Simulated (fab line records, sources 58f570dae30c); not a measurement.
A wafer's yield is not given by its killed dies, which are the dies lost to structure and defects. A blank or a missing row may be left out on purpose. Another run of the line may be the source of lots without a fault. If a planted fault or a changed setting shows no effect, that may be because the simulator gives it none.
Which tool was responsible?    flow berkeley-cmos170    42 wafers sampled from 14 lots at 1 step of a route of 331

WHAT EACH GAUGE READ, for each wafer
UCB170_ACTIVE_THK_MEAS_06. Usual: ACTIVE_NITRIDE_THK gives 220.5 nm (standard deviation 2.2).
lot   measured      on             ACTIVE_NITRIDE_THK (nm)  flag
L744  day 5 07:00   film-metro-04  219.6 218.7 219.7        
L746  day 6 01:24   film-metro-03  215.3 218.3 216.5        
L747  day 6 01:24   film-metro-04  222.1 223.2 222.0        
L749  day 6 09:14   film-metro-04  219.5 219.7 218.7        
L748  day 6 09:14   film-metro-01  225.0 223.0 223.9        
L750  day 6 16:15   film-metro-04  222.0 218.4 220.4        
L752  day 6 16:16   film-metro-01  222.3 220.8 222.6        
L754  day 7 04:10   film-metro-04  215.6 217.3 215.3        
L753  day 7 10:50   film-metro-01  222.7 222.7 220.6        
L755  day 7 10:51   film-metro-04  221.2 221.1 220.1        
L758  day 7 22:28   film-metro-01  219.5 220.5 221.9        
L763  day 9 12:58   film-metro-01  217.9 217.3 219.0        
L764  day 10 02:29  film-metro-03  223.8 221.8 224.2        
L766  day 10 02:29  film-metro-01  218.6 217.2 219.4        

WHICH TOOL RAN EACH LOT (tool, then ch and the chambers of the sampled wafers, then the start)
The record holds no process step before these readings.

WHAT THE TOOLS THEMSELVES READ (means of the sampled wafers that have a number; where no wafer has one, the mark that the record gives instead)
The record holds no such reading with a usual standard deviation.

THE ANSWER, worked out from the rows above alone
Rule: a lot is off if the mean of its wafers that have a number lies more than 3 standard deviations from the usual mean. A lot without any number at a reading at which 4 lots or more have one is off too. Any other lot the step has rows for is counted as sound. The gauges are gone through in route order, then the tools' own readings, and for those a lot's mean is taken as printed above. At the first step where some lot is off, the reading lying furthest off is the one used; lots without a number count as furthest.
No lot is off on any of the readings shown, so nothing can be concluded from this.

WHAT THE SIMULATOR HAD PUT IN
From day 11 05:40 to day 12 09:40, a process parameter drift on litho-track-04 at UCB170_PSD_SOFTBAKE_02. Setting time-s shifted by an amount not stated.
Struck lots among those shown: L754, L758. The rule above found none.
